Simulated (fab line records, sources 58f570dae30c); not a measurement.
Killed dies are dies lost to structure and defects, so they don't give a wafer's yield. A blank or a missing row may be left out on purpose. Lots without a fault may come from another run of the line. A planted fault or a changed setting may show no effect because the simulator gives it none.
Split-lot experiment | flow berkeley_cmos170 | 5 lots, 23 wafers read, on a route of 331 steps

THE SPLIT
At UCB170_NVT_IMPLANT_07, the setting energy_kev was moved away from the recipe's 50 on 8 of the 23 wafers read, by -5.2% to -4.4%. The other wafers ran this setting at the recipe's value.

FROM THE SPLIT TO THE READING: what the file shows between them, 1 step
- UCB170_NVT_STRIP_08: strips in O2

THE READING
NVT_TW, at UCB170_NVT_TW_MEAS_09. Fault-free wafers of this fab line usually give 516.5, standard deviation 1.9.

wafer  | tool, chamber at the split | energy_kev as run | against the recipe | NVT_TW | against lot-mates on the recipe
L075.1 | implanter-02, 0            | 50                | recipe             | 516.9  | -
L075.3 | implanter-02, 0            | 50                | recipe             | 515.9  | -
L075.4 | implanter-02, 0            | 50                | recipe             | 513.5  | -
L077.1 | implanter-02, 0            | 47.59             | -4.8%              | 509.0  | -8.2
L077.2 | implanter-02, 0            | 50                | recipe             | 518.5  | -
L077.4 | implanter-02, 0            | 50                | recipe             | 515.9  | -
L077.5 | implanter-02, 0            | 47.59             | -4.8%              | 509.1  | -8.1
L077.6 | implanter-02, 0            | 50                | recipe             | 517.1  | -
L078.1 | implanter-03, 0            | 50                | recipe             | 516.8  | -
L078.2 | implanter-03, 0            | 47.8              | -4.4%              | 509.4  | -6.7
L078.4 | implanter-03, 0            | 47.8              | -4.4%              | 509.6  | -6.5
L078.5 | implanter-03, 0            | 50                | recipe             | 515.4  | -
L078.6 | implanter-03, 0            | 47.8              | -4.4%              | 509.8  | -6.3
L082.1 | implanter-03, 0            | 50                | recipe             | 516.8  | -
L082.2 | implanter-03, 0            | 50                | recipe             | 517.3  | -
L082.4 | implanter-03, 0            | 50                | recipe             | 514.3  | -
L082.5 | implanter-03, 0            | 50                | recipe             | 515.2  | -
L082.6 | implanter-03, 0            | 50                | recipe             | 514.3  | -
L083.2 | implanter-04, 0            | 50                | recipe             | 516.8  | -
L083.3 | implanter-04, 0            | 47.41             | -5.2%              | 511.0  | -7.0
L083.4 | implanter-04, 0            | 50                | recipe             | 519.3  | -
L083.5 | implanter-04, 0            | 47.41             | -5.2%              | 508.8  | -9.2
L083.6 | implanter-04, 0            | 47.41             | -5.2%              | 512.5  | -5.5

THE FIT
A straight line over all 23 wafers: NVT_TW changes by +1.31 for each +1% of energy_kev; r = +0.90; the points scatter about the line by 1.6.
The same after taking each lot's own level away (the mean of its wafers on the recipe; 23 wafers): +1.5 for each +1%; r = +0.95; scatter 1.2.
On that fit, the largest move of energy_kev shifts the reading by 7.8.
The lots' own levels span 515.43 to 518.05, that is 1.4 times the standard deviation above.
So the lot-to-lot level changes the slope: the two fits differ.
Check: with one of the wafers moved furthest among these (-5.2%) left out of the fit, the line predicts -7.88 for it against its lot-mates. It came out at -7.05 against them.

THE WHOLE CHAIN: every reading that the file lists as answering this split, in the file's order
step                  | what it does | reading                                                         | change (the file's fit)               | r (the file's)
UCB170_NVT_IMPLANT_07 |              | implant.rp_nm (the simulator's own value, which no gauge read)  | +0.364 nm for each +1% of the setting | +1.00
UCB170_NVT_IMPLANT_07 |              | implant.drp_nm (the simulator's own value, which no gauge read) | +0.134 nm for each +1% of the setting | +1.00
UCB170_NVT_TW_MEAS_09 |              | NVT_TW                                                          | +1.52 for each +1% of the setting     | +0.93

THE FILE'S OWN FIT
NVT_TW changes by +1.52 for each +1% of energy_kev, r = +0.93.
